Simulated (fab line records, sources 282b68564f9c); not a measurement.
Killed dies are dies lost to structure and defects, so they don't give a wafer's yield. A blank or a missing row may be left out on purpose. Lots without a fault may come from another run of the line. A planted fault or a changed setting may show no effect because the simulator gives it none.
Which tool did it? | flow rit_cmos | 7 lots, 21 wafers sampled, at 2 steps of a route of 202

WHAT THE GAUGES READ, wafer by wafer
RIT_WELLDRIVE_RS_MEAS_02: measures by four-point-probe.
lot  | measured    | on            | PWELL_RS (ohm/sq)
L640 | day 2 14:44 | film_metro-01 | 429.4 429.4 429.2
L642 | day 3 00:59 | film_metro-04 | 431.0 430.1 431.0
L644 | day 3 18:04 | film_metro-04 | 429.0 429.6 430.4
L646 | day 3 23:43 | film_metro-01 | 431.2 429.7 430.8
L652 | day 5 03:05 | film_metro-01 | 431.5 431.2 428.9
L655 | day 5 17:54 | film_metro-04 | - - -
L657 | day 6 04:11 | film_metro-02 | 432.5 432.5 431.5

WHICH TOOL RAN EACH LOT (tool, then ch and the chambers of the sampled wafers, then the start)
lot  | RIT_PWELL_IMPLANT_08
L640 | implanter-02 ch 0, day 2 09:09
L642 | implanter-01 ch 0, day 2 19:05
L644 | implanter-02 ch 0, day 3 11:56
L646 | implanter-02 ch 0, day 3 16:35
L652 | implanter-01 ch 0, day 4 21:30
L655 | implanter-02 ch 0, day 5 12:19
L657 | implanter-03 ch 0, day 5 21:38
- RIT_PWELL_IMPLANT_08

THE ANSWER, worked out from the rows above alone
Rule: what is usual is taken from the lots themselves. Put in order of their means at a reading, lots are off if they are a third of the lots or fewer, leave a main group of 4 or more, and stand apart from it by a gap of 3 or more times the standard deviation of the main group's means; of several such gaps the widest counts. A main group whose means are all the same, to the digits that the tables above print for the reading, isn't used. A lot without any number at a reading at which 4 lots or more have one is off too. The other lots that the step has rows for count as sound.
Off: L655, at RIT_WELLDRIVE_RS_MEAS_02 (PWELL_RS). Without a number there: L655. The main group: mean 430.5 ohm/sq, standard deviation 0.9.
A tool fits if, at a process step before that reading, it ran every lot that is off, and no sound lot after the first of them. The gauges at RIT_WELLDRIVE_RS_MEAS_02 are tried like those tools. Can't be told from this: 2 tools fit, implanter-02 at RIT_PWELL_IMPLANT_08, film_metro-04 at RIT_WELLDRIVE_RS_MEAS_02.

WHAT THE SIMULATOR HAD PUT IN
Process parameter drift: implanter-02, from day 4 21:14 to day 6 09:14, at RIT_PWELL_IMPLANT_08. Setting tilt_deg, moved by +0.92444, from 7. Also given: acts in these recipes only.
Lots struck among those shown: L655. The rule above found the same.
